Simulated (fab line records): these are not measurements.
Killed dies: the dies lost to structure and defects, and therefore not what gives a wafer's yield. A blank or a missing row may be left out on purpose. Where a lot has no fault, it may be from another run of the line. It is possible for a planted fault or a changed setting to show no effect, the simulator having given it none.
Which of the tools did it? -- flow berkeley_cmos170 -- 14 lots with 42 wafers sampled at 5 steps, on a route of 331 steps

## WHAT THE GAUGES READ, wafer by wafer
UCB170_PWELL_THK_MEAS_03. Usual: for PWELL_OXIDE_THK the level is 24.9 nm and the standard deviation is 0.54.
lot,measured,on,PWELL_OXIDE_THK (nm),flag
L351,day 2 20:41,film_metro-01,26.1 25.8 25.6,
L353,day 3 02:30,film_metro-03,25.1 25.3 25.6,
L355,day 3 16:28,film_metro-03,37.2 37.3 36.6,OFF
L361,day 4 23:36,film_metro-04,37.9 37.9 37.6,OFF
L363,day 5 07:08,film_metro-03,23.6 24.0 24.1,
L364,day 5 15:22,film_metro-03,25.0 25.1 24.8,
L366,day 5 23:51,film_metro-04,25.3 24.3 24.7,
L367,day 6 07:03,film_metro-01,24.9 24.9 24.4,
L368,day 6 07:04,film_metro-03,24.7 24.6 24.9,
L369,day 6 11:09,film_metro-04,24.3 24.5 24.5,
L370,day 6 18:47,film_metro-03,25.9 25.4 25.3,
L372,day 7 03:27,film_metro-03,24.7 25.0 25.5,
L373,day 7 10:08,film_metro-03,24.6 24.8 24.4,
L374,day 7 10:08,film_metro-04,24.1 24.2 24.2,

UCB170_ACTIVE_CD_MEAS_13: target cd 1200 nm. Usual: cd_nm reads 1199.9 nm (standard deviation 1.2).
lot,measured,on,cd_nm (nm),flag
L351,day 4 12:54,cd_sem-02,1201.4 1201.6 1200.7,
L353,day 4 13:31,cd_sem-01,1199.0 1199.8 1199.9,
L355,day 5 05:15,cd_sem-01,1200.2 1199.1 1199.4,
L361,day 6 11:47,cd_sem-02,1197.3 1198.6 1198.3,
L363,day 6 21:10,cd_sem-02,1200.7 1200.2 1199.7,
L364,day 7 05:07,cd_sem-02,1199.6 1199.4 1199.4,
L366,day 7 10:30,cd_sem-02,1197.2 1198.6 1196.6,
L367,day 7 20:07,cd_sem-01,1198.6 1199.9 1200.1,
L368,day 7 20:24,cd_sem-02,1199.2 1199.7 1199.9,
L369,day 8 00:04,cd_sem-01,1200.2 1199.9 1200.7,
L370,day 8 13:50,cd_sem-01,1201.0 1199.8 1199.1,
L372,day 8 19:28,cd_sem-02,1201.9 1201.6 1201.0,
L373,day 9 05:43,cd_sem-01,1200.6 1199.4 1198.6,
L374,day 9 06:01,cd_sem-02,1200.4 1200.3 1201.7,

## WHICH TOOL RAN EACH LOT (tool, then ch and the chambers of the sampled wafers, then the start)
lot,UCB170_NWELL_ETCH_13,UCB170_PWELL_OXIDATION_02,UCB170_PWELL_ETCH_14
L351,"rie_diel-01 ch 0,2,3, day 2 07:19","furnace-03 ch 0, day 2 19:19","rie_diel-02 ch 0,1, day 3 05:31"
L353,"rie_diel-03 ch 0,3, day 2 16:52","furnace-04 ch 0, day 3 01:08","rie_diel-01 ch 1,3, day 3 10:08"
L355,"rie_diel-03 ch 0,1,3, day 3 02:59","furnace-01 ch 0, day 3 12:26","rie_diel-04 ch 0,1,2, day 3 20:51"
L361,"rie_diel-02 ch 1,2, day 4 12:25","furnace-04 ch 0, day 4 19:59 and furnace-03 ch 0, day 4 22:15","rie_diel-04 ch 1,2,3, day 5 06:56"
L363,"rie_diel-03 ch 0,1,3, day 4 18:49","furnace-01 ch 0, day 5 05:47","rie_diel-02 ch 1,2, day 5 15:17"
L364,"rie_diel-02 ch 1,3, day 5 06:23","furnace-04 ch 0, day 5 14:01","rie_diel-01 ch 0,1, day 6 00:37"
L366,"rie_diel-01 ch 0,1,3, day 5 13:22","furnace-01 ch 0, day 5 22:30","rie_diel-02 ch 0,1,3, day 6 07:44"
L367,"rie_diel-02 ch 0,3, day 5 20:04","furnace-01 ch 0, day 6 05:42","rie_diel-01 ch 0,3, day 6 15:16"
L368,"rie_diel-03 ch 0,2, day 5 22:04","furnace-01 ch 0, day 6 05:42","rie_diel-02 ch 1,2, day 6 15:24"
L369,"rie_diel-03 ch 0,3, day 6 01:22","furnace-01 ch 0, day 6 09:48","rie_diel-04 ch 0,3, day 6 17:42"
L370,"rie_diel-03 ch 0,2,3, day 6 08:46","furnace-04 ch 0, day 6 17:25","rie_diel-04 ch 0,3, day 7 06:09"
L372,"rie_diel-02 ch 0,1,3, day 6 16:54","furnace-04 ch 0, day 7 02:05","rie_diel-04 ch 0,2, day 7 10:47"
L373,"rie_diel-01 ch 0,1,3, day 7 01:29","furnace-04 ch 0, day 7 08:47","rie_diel-02 ch 0,2,3, day 7 19:23"
L374,"rie_diel-02 ch 0,2,3, day 7 01:37","furnace-04 ch 0, day 7 08:47","rie_diel-04 ch 0,1,2, day 7 19:13"
- UCB170_NWELL_ETCH_13: etches Si3N4 in CH3F/Ar/O2, stops on SiO2, target depth 246.4 nm, time 154 s.
- UCB170_PWELL_OXIDATION_02: target thk 26.4 nm, ox time 1260 s.
- UCB170_PWELL_ETCH_14: etches Si3N4 in CH3F/Ar/O2, stops on SiO2, target depth 242 nm, time 151 s.

## AS READ BY THE TOOLS THEMSELVES (means over the sampled wafers that have a number; for cases with no such wafer, the mark the record gives instead)
UCB170_NWELL_ETCH_13. Usual: drypump_motor_current_A 5.4 A, standard deviation 0.38; oes_product_au 0.947 a.u., standard deviation 0.016; throttle_valve_pct 8.07 %, standard deviation 0.11.
lot,tool,drypump_motor_current_A (A),oes_product_au (a.u.),throttle_valve_pct (%),flag
L351,rie_diel-01,5.0,0.938,8.05,
L353,rie_diel-03,5.7,0.965,8.01,
L355,rie_diel-03,5.5,0.965,8.02,
L361,rie_diel-02,5.7,0.943,8.10,
L363,rie_diel-03,5.5,0.979,8.02,
L364,rie_diel-02,5.5,0.942,8.09,
L366,rie_diel-01,5.2,0.952,8.11,
L367,rie_diel-02,5.2,0.940,8.14,
L368,rie_diel-03,5.9,0.963,8.01,
L369,rie_diel-03,5.8,0.964,7.98,
L370,rie_diel-03,5.8,0.953,7.97,
L372,rie_diel-02,5.4,0.932,8.11,
L373,rie_diel-01,5.2,0.941,8.11,
L374,rie_diel-02,5.5,0.932,8.06,

UCB170_PWELL_ETCH_14. Usual: drypump_motor_current_A 5.5 A, standard deviation 0.44; oes_product_au 0.936 a.u., standard deviation 0.014; throttle_valve_pct 8.10 %, standard deviation 0.11.
lot,tool,drypump_motor_current_A (A),oes_product_au (a.u.),throttle_valve_pct (%),flag
L351,rie_diel-02,5.4,0.937,8.18,
L353,rie_diel-01,5.0,0.944,8.00,
L355,rie_diel-04,5.9,0.927,8.08,
L361,rie_diel-04,5.6,0.923,8.13,
L363,rie_diel-02,5.7,0.937,8.10,
L364,rie_diel-01,5.3,0.950,8.21,
L366,rie_diel-02,5.3,0.942,8.12,
L367,rie_diel-01,5.1,0.947,8.02,
L368,rie_diel-02,5.9,0.943,8.05,
L369,rie_diel-04,6.0,0.923,8.12,
L370,rie_diel-04,5.9,0.936,8.12,
L372,rie_diel-04,6.1,0.932,8.04,
L373,rie_diel-02,5.5,0.947,8.07,
L374,rie_diel-04,5.9,0.927,8.07,

## THE ANSWER, worked out from the rows above alone
Rule: a lot counts as off when the mean over its wafers that have a number is more than 3 standard deviations away from the usual mean. Also off: a lot with no number at a reading for which 4 or more lots have one. All remaining lots with rows at the step are treated as sound. Order of review: gauges by route order, followed by the tools' own readings, for which a lot's mean as printed above is used. At the first step where some lot is off, the reading lying furthest off is the one used; lots without a number count as furthest.
Off: at UCB170_PWELL_THK_MEAS_03 (PWELL_OXIDE_THK), L355, L361.
If a tool, at a process step before that reading, ran all the lots that are off and no sound lot after the first of them, it fits. The gauges at UCB170_PWELL_THK_MEAS_03 are tried like those tools. None of those tried fits.

## WHAT WAS PUT IN BY THE SIMULATOR
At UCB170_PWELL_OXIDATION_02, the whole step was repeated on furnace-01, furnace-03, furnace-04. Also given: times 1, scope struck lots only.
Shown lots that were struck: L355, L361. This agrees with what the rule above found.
